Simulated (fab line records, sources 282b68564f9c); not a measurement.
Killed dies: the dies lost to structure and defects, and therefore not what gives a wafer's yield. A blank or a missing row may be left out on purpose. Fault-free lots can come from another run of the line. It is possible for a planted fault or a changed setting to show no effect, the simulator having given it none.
What tool caused it? ; flow rit cmos ; 42 wafers from 14 lots sampled at 2 of the route's 202 steps

WHAT EACH GAUGE READ, for each wafer
RIT_SDANNEAL_RS_MEAS_05: measures by four-point-probe. Usual: NSD_RS 84.54 ohm/sq, standard deviation 0.26.
lot;measured;on;NSD_RS (ohm/sq);flag
L108;day 3 20:12;film metro-01;84.42 84.57 84.55;
L109;day 4 02:51;film metro-01;84.32 84.43 84.47;
L111;day 4 20:59;film metro-03;84.68 84.52 84.50;
L114;day 5 05:07;film metro-01;84.52 84.36 84.45;
L115;day 5 17:52;film metro-03;84.84 84.60 84.58;
L117;day 5 18:27;film metro-03;84.64 84.46 84.77;
L118;day 6 08:14;film metro-03;84.61 84.27 84.64;
L119;day 6 09:14;film metro-02;84.08 84.62 84.39;
L122;day 6 17:46;film metro-01;84.51 84.40 84.19;
L123;day 6 22:59;film metro-03;87.80 87.49 87.53;OFF
L124;day 7 03:22;film metro-02;88.03 88.20 88.35;OFF
L125;day 7 03:51;film metro-01;84.00 83.87 84.21;
L127;day 7 11:44;film metro-02;84.48 84.43 84.33;
L128;day 7 16:12;film metro-03;84.46 84.45 84.10;

WHICH TOOL RAN EACH LOT (tool, then ch and the chambers of the sampled wafers, then the start)
lot;RIT_NSD_IMPLANT_08
L108;implanter-04 ch 0, day 3 17:27
L109;implanter-03 ch 0, day 4 00:31
L111;implanter-03 ch 0, day 4 18:26
L114;implanter-03 ch 0, day 5 01:29
L115;implanter-04 ch 0, day 5 14:48
L117;implanter-03 ch 0, day 5 15:41
L118;implanter-04 ch 0, day 6 05:41
L119;implanter-01 ch 0, day 6 06:41
L122;implanter-03 ch 0, day 6 15:14
L123;implanter-03 ch 0, day 6 20:37
L124;implanter-03 ch 0, day 7 00:51
L125;implanter-04 ch 0, day 7 00:59
L127;implanter-01 ch 0, day 7 09:13
L128;implanter-01 ch 0, day 7 13:34
- RIT_NSD_IMPLANT_08

AS READ BY THE TOOLS THEMSELVES (means over the sampled wafers that have a number; for cases with no such wafer, the mark the record gives instead)
RIT_NSD_IMPLANT_08. Usual: 9.999e+14 for dose ions cm2, sd 1.1e+12.
lot;tool;dose ions cm2;flag
L108;implanter-04;1.001e+15;
L109;implanter-03;1.001e+15;
L111;implanter-03;1.001e+15;
L114;implanter-03;1.000e+15;
L115;implanter-04;1.000e+15;
L117;implanter-03;1.000e+15;
L118;implanter-04;9.998e+14;
L119;implanter-01;9.996e+14;
L122;implanter-03;9.994e+14;
L123;implanter-03;9.549e+14;OFF
L124;implanter-03;9.534e+14;OFF
L125;implanter-04;9.991e+14;
L127;implanter-01;1.000e+15;
L128;implanter-01;1.000e+15;

THE ANSWER, worked out from the rows above alone
Rule: take the mean of a lot's wafers that have a number; if it is more than 3 standard deviations from the usual mean, the lot is off. Also off: a lot with no number at a reading for which 4 or more lots have one. All remaining lots with rows at the step are treated as sound. Order of review: gauges by route order, followed by the tools' own readings, for which a lot's mean as printed above is used. At the first step where some lot is off, the reading lying furthest off is the one used; lots without a number count as furthest.
Off: at RIT_SDANNEAL_RS_MEAS_05 (NSD_RS), L123, L124.
If a tool, at a process step before that reading, ran all the lots that are off and no sound lot after the first of them, it fits. The gauges at RIT_SDANNEAL_RS_MEAS_05 aren't tried: what is off there is off at RIT_NSD_IMPLANT_08 too, on other tools, and a gauge's error can't cause that. One fits: implanter-03 at RIT_NSD_IMPLANT_08. A fault onset in the window from L122 (day 6 15:14, its last sound lot) to L123 (day 6 20:37, its first lot off) fits.
The tool's own readings at RIT_NSD_IMPLANT_08 bear it out: on the lots that are off they differ by more than 5 times the standard deviation of the sound lots' means. dose ions cm2 reads 9.542e+14 there against 1.000e+15 on the sound lots.

WHAT THE SIMULATOR PUT IN
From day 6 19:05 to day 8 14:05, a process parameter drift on implanter-03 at RIT_NSD_IMPLANT_08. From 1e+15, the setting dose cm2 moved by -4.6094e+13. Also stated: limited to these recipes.
Shown lots that were struck: L123, L124. The rule given above showed the same thing.
